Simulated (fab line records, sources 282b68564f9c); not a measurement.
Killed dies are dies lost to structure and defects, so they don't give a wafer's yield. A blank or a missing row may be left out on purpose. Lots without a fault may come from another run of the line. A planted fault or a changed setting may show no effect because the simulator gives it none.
Split-lot experiment | flow rit_cmos | 5 lots, 23 wafers read, on a route of 202 steps

THE SPLIT
At RIT_SILICIDE_SPUTTER_01 (material Ti, target thk 30 nm, time 240 s), the setting time_s was moved away from the recipe's 240 s on 6 of the 23 wafers read, by -9.5% to +9.8%. The other wafers ran this setting at the recipe's value.

FROM THE SPLIT TO THE READING: what the file shows between them, 1 step
- RIT_SILICIDE_RS_MEAS_02: measures by four-point-probe

THE READING
SILICIDE_TI_THK, in nm, at RIT_SILICIDE_THK_MEAS_03 (measures by xrf). Fault-free wafers of this fab line usually give 30.1 nm, standard deviation 0.34 nm.

wafer  | tool, chamber at the split | time_s as run, s | against the recipe | SILICIDE_TI_THK, nm | against lot-mates on the recipe
L074.2 | pvd_sputter-03, -          | 240              | recipe             | 30.0                | -
L074.3 | pvd_sputter-03, -          | 240              | recipe             | 30.0                | -
L074.4 | pvd_sputter-03, -          | 240              | recipe             | 30.2                | -
L074.5 | pvd_sputter-03, -          | 240              | recipe             | 30.0                | -
L074.6 | pvd_sputter-03, -          | 240              | recipe             | 29.9                | -
L077.1 | pvd_sputter-02, -          | 217.2            | -9.5%              | 27.3                | -2.7
L077.2 | pvd_sputter-02, -          | 217.2            | -9.5%              | 27.4                | -2.6
L077.3 | pvd_sputter-02, -          | 240              | recipe             | 30.0                | -
L077.4 | pvd_sputter-02, -          | 217.2            | -9.5%              | 27.8                | -2.2
L077.6 | pvd_sputter-02, -          | 240              | recipe             | 30.0                | -
L078.2 | pvd_sputter-03, -          | 240              | recipe             | 29.6                | -
L078.3 | pvd_sputter-03, -          | 240              | recipe             | 30.3                | -
L078.4 | pvd_sputter-03, -          | 240              | recipe             | 29.5                | -
L081.1 | pvd_sputter-02, -          | 263.6            | +9.8%              | 33.4                | +3.5
L081.2 | pvd_sputter-02, -          | 240              | recipe             | 29.8                | -
L081.4 | pvd_sputter-02, -          | 240              | recipe             | 29.9                | -
L081.5 | pvd_sputter-02, -          | 263.6            | +9.8%              | 33.0                | +3.1
L081.6 | pvd_sputter-02, -          | 263.6            | +9.8%              | 33.0                | +3.1
L083.1 | pvd_sputter-04, -          | 240              | recipe             | 30.4                | -
L083.2 | pvd_sputter-04, -          | 240              | recipe             | 30.4                | -
L083.3 | pvd_sputter-04, -          | 240              | recipe             | 29.8                | -
L083.5 | pvd_sputter-04, -          | 240              | recipe             | 30.1                | -
L083.6 | pvd_sputter-04, -          | 240              | recipe             | 29.9                | -

THE FIT
A straight line over all 23 wafers: SILICIDE_TI_THK changes by +0.292 nm for each +1% of time_s; r = +0.98; the points scatter about the line by 0.27 nm.
The same after taking each lot's own level away (the mean of its wafers on the recipe; 23 wafers): +0.3 nm for each +1%; r = +0.99; scatter 0.27 nm.
On that fit, the largest move of time_s shifts the reading by 2.9 nm.
The lots' own levels span 29.80 to 30.12 nm, that is 0.9 times the standard deviation above.
So the lot-to-lot level changes the slope little: the two slopes agree.
Check: with one of the wafers moved furthest among these (+9.8%) left out of the fit, the line predicts +2.89 nm for it against its lot-mates. It came out at +3.55 nm against them.

OTHER SPLITS ON THESE WAFERS
These wafers also went through other splits before the reading. Each is held against what the fit with the lots' levels taken away leaves over:
other split on the same wafers | wafers away from the commonest value | r with SILICIDE_TI_THK (lot level and that fit taken away)
RIT_PSD_HARDBAKE_07 temp_c     | 8                                    | +0.51

THE WHOLE CHAIN: every reading that the file lists as answering this split, in the file's order
step                     | what it does                              | reading                                                                           | change (the file's fit)               | r (the file's)
RIT_SILICIDE_SPUTTER_01  | material Ti, target thk 30 nm, time 240 s | Ti_of_SILICIDE_SPUTTER_01.thk_nm (the simulator's own value, which no gauge read) | +0.296 nm for each +1% of the setting | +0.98
RIT_SILICIDE_RS_MEAS_02  | measures by four-point-probe              | SILICIDE_TI_RS                                                                    | -0.597 for each +1% of the setting    | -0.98
RIT_SILICIDE_THK_MEAS_03 | measures by xrf                           | SILICIDE_TI_THK                                                                   | +0.297 for each +1% of the setting    | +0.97

THE FILE'S OWN FIT
SILICIDE_TI_THK changes by +0.297 nm for each +1% of time_s, r = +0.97.
